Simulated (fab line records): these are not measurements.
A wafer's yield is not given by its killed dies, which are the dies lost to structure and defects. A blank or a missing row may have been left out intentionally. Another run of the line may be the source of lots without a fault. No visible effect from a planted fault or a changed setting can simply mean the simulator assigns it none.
Which tool was responsible? :: flow rit cmos :: 14 lots, 42 wafers sampled, at 2 steps of a route of 202

## WHAT EACH GAUGE READ, for each wafer
The record holds no reading of a measuring or inspecting step that can be judged against a usual standard deviation.

## WHICH TOOL RAN EACH LOT (tool, then ch and the chambers of the sampled wafers, then the start)
lot: L813
RIT_GATE_ETCH_19: rie si-02 ch 0,2,3, day 2 18:06
RIT_M1_PROBE_99: -

lot: L814
RIT_GATE_ETCH_19: rie si-01 ch 0,2,3, day 2 21:40
RIT_M1_PROBE_99: -

lot: L815
RIT_GATE_ETCH_19: rie si-02 ch 0,2, day 3 05:15
RIT_M1_PROBE_99: -

lot: L816
RIT_GATE_ETCH_19: rie si-01 ch 0,1, day 3 05:48
RIT_M1_PROBE_99: -

lot: L817
RIT_GATE_ETCH_19: rie si-02 ch 1,2, day 3 11:44
RIT_M1_PROBE_99: -

lot: L818
RIT_GATE_ETCH_19: rie si-01 ch 1,3, day 3 15:19
RIT_M1_PROBE_99: -

lot: L819
RIT_GATE_ETCH_19: rie si-02 ch 0,1, day 3 20:26
RIT_M1_PROBE_99: -

lot: L820
RIT_GATE_ETCH_19: rie si-01 ch 0,1,3, day 4 01:16
RIT_M1_PROBE_99: -

lot: L821
RIT_GATE_ETCH_19: rie si-02 ch 1,2, day 4 08:50
RIT_M1_PROBE_99: -

lot: L823
RIT_GATE_ETCH_19: rie si-02 ch 0,1,3, day 4 18:34
RIT_M1_PROBE_99: prober-02, day 5 15:31

lot: L827
RIT_GATE_ETCH_19: rie si-02 ch 1,2,3, day 5 16:13
RIT_M1_PROBE_99: -

lot: L829
RIT_GATE_ETCH_19: rie si-02 ch 2,3, day 6 07:24
RIT_M1_PROBE_99: -

lot: L834
RIT_GATE_ETCH_19: rie si-01 ch 0,2,3, day 7 02:41
RIT_M1_PROBE_99: -

lot: L836
RIT_GATE_ETCH_19: rie si-01 ch 1,2, day 7 15:17
RIT_M1_PROBE_99: -
- RIT_GATE_ETCH_19: etches poly-Si in SF6/CHF3/O2, stops on SiO2, time 165 s, target depth 312.5 nm.
- RIT_M1_PROBE_99

## AS READ BY THE TOOLS THEMSELVES (means over the sampled wafers that have a number; for cases with no such wafer, the mark the record gives instead)
RIT_GATE_ETCH_19. Usual: drypump motor current A 6.0 A, standard deviation 0.32; he backside leak sccm 2.70 sccm, standard deviation 0.17; oes product au 0.848 a.u., standard deviation 0.0095; rf fwd power W 159.2 W, standard deviation 0.51; throttle valve pct 10.30 %, standard deviation 0.14.
lot: L813
tool: rie si-02
drypump motor current A (A): 6.1
he backside leak sccm (sccm): 2.85
oes product au (a.u.): 0.840
rf fwd power W (W): 159.1
throttle valve pct (%): 10.35
flag: 

lot: L814
tool: rie si-01
drypump motor current A (A): 5.8
he backside leak sccm (sccm): 2.78
oes product au (a.u.): 0.843
rf fwd power W (W): 159.4
throttle valve pct (%): 10.21
flag: 

lot: L815
tool: rie si-02
drypump motor current A (A): 6.1
he backside leak sccm (sccm): 2.74
oes product au (a.u.): 0.826
rf fwd power W (W): 159.1
throttle valve pct (%): 10.21
flag: 

lot: L816
tool: rie si-01
drypump motor current A (A): 6.2
he backside leak sccm (sccm): 2.76
oes product au (a.u.): 0.847
rf fwd power W (W): 159.0
throttle valve pct (%): 10.26
flag: 

lot: L817
tool: rie si-02
drypump motor current A (A): 5.9
he backside leak sccm (sccm): 2.76
oes product au (a.u.): 0.842
rf fwd power W (W): 158.9
throttle valve pct (%): 10.26
flag: 

lot: L818
tool: rie si-01
drypump motor current A (A): 6.3
he backside leak sccm (sccm): 2.59
oes product au (a.u.): 0.841
rf fwd power W (W): 159.1
throttle valve pct (%): 10.20
flag: 

lot: L819
tool: rie si-02
drypump motor current A (A): 5.9
he backside leak sccm (sccm): 2.75
oes product au (a.u.): 0.846
rf fwd power W (W): 158.6
throttle valve pct (%): 10.38
flag: 

lot: L820
tool: rie si-01
drypump motor current A (A): 6.1
he backside leak sccm (sccm): 2.75
oes product au (a.u.): 0.850
rf fwd power W (W): 159.2
throttle valve pct (%): 10.25
flag: 

lot: L821
tool: rie si-02
drypump motor current A (A): 6.1
he backside leak sccm (sccm): 3.06
oes product au (a.u.): 0.847
rf fwd power W (W): 159.7
throttle valve pct (%): 10.17
flag: 

lot: L823
tool: rie si-02
drypump motor current A (A): 6.0
he backside leak sccm (sccm): 2.54
oes product au (a.u.): 0.849
rf fwd power W (W): 158.8
throttle valve pct (%): 10.43
flag: 

lot: L827
tool: rie si-02
drypump motor current A (A): 6.0
he backside leak sccm (sccm): 2.75
oes product au (a.u.): 0.859
rf fwd power W (W): 159.2
throttle valve pct (%): 10.28
flag: 

lot: L829
tool: rie si-02
drypump motor current A (A): 6.1
he backside leak sccm (sccm): 2.71
oes product au (a.u.): 0.872
rf fwd power W (W): 159.6
throttle valve pct (%): 10.32
flag: 

lot: L834
tool: rie si-01
drypump motor current A (A): 5.7
he backside leak sccm (sccm): 2.63
oes product au (a.u.): 0.848
rf fwd power W (W): 159.5
throttle valve pct (%): 10.22
flag: 

lot: L836
tool: rie si-01
drypump motor current A (A): 6.0
he backside leak sccm (sccm): 2.71
oes product au (a.u.): 0.847
rf fwd power W (W): 159.4
throttle valve pct (%): 10.18
flag: 

RIT_M1_PROBE_99. Usual: killed_at_M0_to_M3 0.0, standard deviation 0.12; killed at contacts 0.0, standard deviation 0.2; killed at front end 6.6, standard deviation 2.8; killed dies 6.6, standard deviation 2.8; killed open 3.3, standard deviation 1.9; killed short 3.2, standard deviation 1.8.
lot: L823
tool: prober-02
killed_at_M0_to_M3: 0.0
killed at contacts: 0.0
killed at front end: 5.7
killed dies: 5.7
killed open: 2.3
killed short: 3.3
flag: 

## THE ANSWER, worked out from the rows above alone
Rule: lot off if the mean of its wafers having a number is beyond 3 standard deviations from the usual mean. Also off: a lot with no number at a reading for which 4 or more lots have one. All remaining lots with rows at the step are treated as sound. Order of review: gauges by route order, followed by the tools' own readings, for which a lot's mean as printed above is used. At the first step where some lot is off, the reading lying furthest off is the one used; lots without a number count as furthest.
No lot is off at any reading shown: from this, nothing can be told.

## WHAT THE SIMULATOR HAD PUT IN
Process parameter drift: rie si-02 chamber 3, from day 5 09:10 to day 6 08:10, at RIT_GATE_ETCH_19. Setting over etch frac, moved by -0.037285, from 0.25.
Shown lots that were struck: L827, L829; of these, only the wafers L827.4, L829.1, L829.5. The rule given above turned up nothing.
